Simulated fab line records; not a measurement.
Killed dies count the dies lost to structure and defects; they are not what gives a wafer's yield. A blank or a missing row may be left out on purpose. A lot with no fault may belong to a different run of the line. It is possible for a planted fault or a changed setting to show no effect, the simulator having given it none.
Lot-split experiment :: flow rit cmos :: 5 lots, 23 wafers read, on a route of 202 steps

## THE SPLIT ITSELF
At RIT_PLDD_IMPLANT_08, the setting dose cm2 was moved away from the recipe's 9e+14 on 10 of the 23 wafers read, by -4.3% to +6.1%. For the rest of the wafers, this setting stayed at what the recipe calls for.

## FROM THE SPLIT TO THE READING: what the file shows between them, 4 steps
- RIT_NSD_IMPLANT_08 (also split here: energy kev)
- RIT_PSD_HARDBAKE_07: time 60 s (also split here: temp c)
- RIT_PSD_IMPLANT_08
- RIT_PSD_STRIP_09: strips in O2, time 180 s

## THE READING
Measured at RIT_SDANNEAL_RS_MEAS_06 by four-point probe: PLDD_RS, in ohm/sq. Fault-free wafers of this fab line usually give 178.5 ohm/sq, standard deviation 0.54 ohm/sq.

wafer: L077.1
tool, chamber at the split: implanter-02, 0
dose cm2 as run: 9e+14
against the recipe: recipe
PLDD_RS, ohm/sq: 178.0
against lot-mates on the recipe: -

wafer: L077.2
tool, chamber at the split: implanter-02, 0
dose cm2 as run: 9.526e+14
against the recipe: +5.8%
PLDD_RS, ohm/sq: 173.6
against lot-mates on the recipe: -4.2

wafer: L077.4
tool, chamber at the split: implanter-02, 0
dose cm2 as run: 9e+14
against the recipe: recipe
PLDD_RS, ohm/sq: 177.7
against lot-mates on the recipe: -

wafer: L077.5
tool, chamber at the split: implanter-02, 0
dose cm2 as run: 9.526e+14
against the recipe: +5.8%
PLDD_RS, ohm/sq: 173.5
against lot-mates on the recipe: -4.3

wafer: L077.6
tool, chamber at the split: implanter-02, 0
dose cm2 as run: 9.526e+14
against the recipe: +5.8%
PLDD_RS, ohm/sq: 173.9
against lot-mates on the recipe: -3.9

wafer: L078.1
tool, chamber at the split: implanter-03, 0
dose cm2 as run: 9e+14
against the recipe: recipe
PLDD_RS, ohm/sq: 177.8
against lot-mates on the recipe: -

wafer: L078.2
tool, chamber at the split: implanter-03, 0
dose cm2 as run: 9e+14
against the recipe: recipe
PLDD_RS, ohm/sq: 177.8
against lot-mates on the recipe: -

wafer: L078.3
tool, chamber at the split: implanter-03, 0
dose cm2 as run: 8.742e+14
against the recipe: -2.9%
PLDD_RS, ohm/sq: 180.7
against lot-mates on the recipe: +2.9

wafer: L078.5
tool, chamber at the split: implanter-03, 0
dose cm2 as run: 9e+14
against the recipe: recipe
PLDD_RS, ohm/sq: 177.9
against lot-mates on the recipe: -

wafer: L078.6
tool, chamber at the split: implanter-03, 0
dose cm2 as run: 8.742e+14
against the recipe: -2.9%
PLDD_RS, ohm/sq: 181.2
against lot-mates on the recipe: +3.4

wafer: L079.1
tool, chamber at the split: implanter-03, 0
dose cm2 as run: 8.613e+14
against the recipe: -4.3%
PLDD_RS, ohm/sq: 182.7
against lot-mates on the recipe: +4.1

wafer: L079.2
tool, chamber at the split: implanter-03, 0
dose cm2 as run: 8.613e+14
against the recipe: -4.3%
PLDD_RS, ohm/sq: 182.8
against lot-mates on the recipe: +4.2

wafer: L079.3
tool, chamber at the split: implanter-03, 0
dose cm2 as run: 9e+14
against the recipe: recipe
PLDD_RS, ohm/sq: 178.7
against lot-mates on the recipe: -

wafer: L079.4
tool, chamber at the split: implanter-03, 0
dose cm2 as run: 8.613e+14
against the recipe: -4.3%
PLDD_RS, ohm/sq: 182.4
against lot-mates on the recipe: +3.8

wafer: L079.6
tool, chamber at the split: implanter-03, 0
dose cm2 as run: 9e+14
against the recipe: recipe
PLDD_RS, ohm/sq: 178.5
against lot-mates on the recipe: -

wafer: L083.1
tool, chamber at the split: implanter-03, 0
dose cm2 as run: 9e+14
against the recipe: recipe
PLDD_RS, ohm/sq: 178.4
against lot-mates on the recipe: -

wafer: L083.2
tool, chamber at the split: implanter-03, 0
dose cm2 as run: 9e+14
against the recipe: recipe
PLDD_RS, ohm/sq: 178.8
against lot-mates on the recipe: -

wafer: L083.4
tool, chamber at the split: implanter-03, 0
dose cm2 as run: 9e+14
against the recipe: recipe
PLDD_RS, ohm/sq: 178.5
against lot-mates on the recipe: -

wafer: L085.1
tool, chamber at the split: implanter-03, 0
dose cm2 as run: 9e+14
against the recipe: recipe
PLDD_RS, ohm/sq: 179.0
against lot-mates on the recipe: -

wafer: L085.2
tool, chamber at the split: implanter-03, 0
dose cm2 as run: 9.549e+14
against the recipe: +6.1%
PLDD_RS, ohm/sq: 173.9
against lot-mates on the recipe: -5.0

wafer: L085.4
tool, chamber at the split: implanter-03, 0
dose cm2 as run: 9.549e+14
against the recipe: +6.1%
PLDD_RS, ohm/sq: 173.5
against lot-mates on the recipe: -5.4

wafer: L085.5
tool, chamber at the split: implanter-03, 0
dose cm2 as run: 9e+14
against the recipe: recipe
PLDD_RS, ohm/sq: 178.6
against lot-mates on the recipe: -

wafer: L085.6
tool, chamber at the split: implanter-03, 0
dose cm2 as run: 9e+14
against the recipe: recipe
PLDD_RS, ohm/sq: 179.0
against lot-mates on the recipe: -

FIT RESULTS
A straight line over all 23 wafers: PLDD_RS changes by -0.848 ohm/sq for each +1% of dose cm2; r = -0.99; the points scatter about the line by 0.45 ohm/sq.
The same after taking each lot's own level away (the mean of its wafers on the recipe; 23 wafers): -0.838 ohm/sq for each +1%; r = -0.99; scatter 0.36 ohm/sq.
According to that fit, moving dose cm2 by its largest amount changes the reading by 5.1 ohm/sq.
Measured against the standard deviation above, the lots' own levels, which go from 177.83 to 178.87 ohm/sq, span 1.9 times it.
The two slopes are in agreement: the lot-to-lot level therefore moves the slope only a little.
Check: with one of the wafers moved furthest among these (+6.1%) left out of the fit, the line predicts -4.89 ohm/sq for it against its lot-mates. Against them it came out at -4.97 ohm/sq.

## ADDITIONAL SPLITS CARRIED BY THESE WAFERS
Note: prior to the reading, these wafers also went through further splits. Each is held against what the fit with the lots' levels taken away leaves over:
other split on the same wafers: RIT_NLDD_COAT_01 resist thk nm
wafers away from the commonest value: 7
r with PLDD_RS (lot level and that fit taken away): -0.24

other split on the same wafers: RIT_NSD_IMPLANT_08 energy kev
wafers away from the commonest value: 8
r with PLDD_RS (lot level and that fit taken away): -0.29

other split on the same wafers: RIT_PSD_HARDBAKE_07 temp c
wafers away from the commonest value: 8
r with PLDD_RS (lot level and that fit taken away): +0.36

## THE FILE'S OWN FIT
PLDD_RS changes by -0.841 ohm/sq for each +1% of dose cm2, r = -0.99.
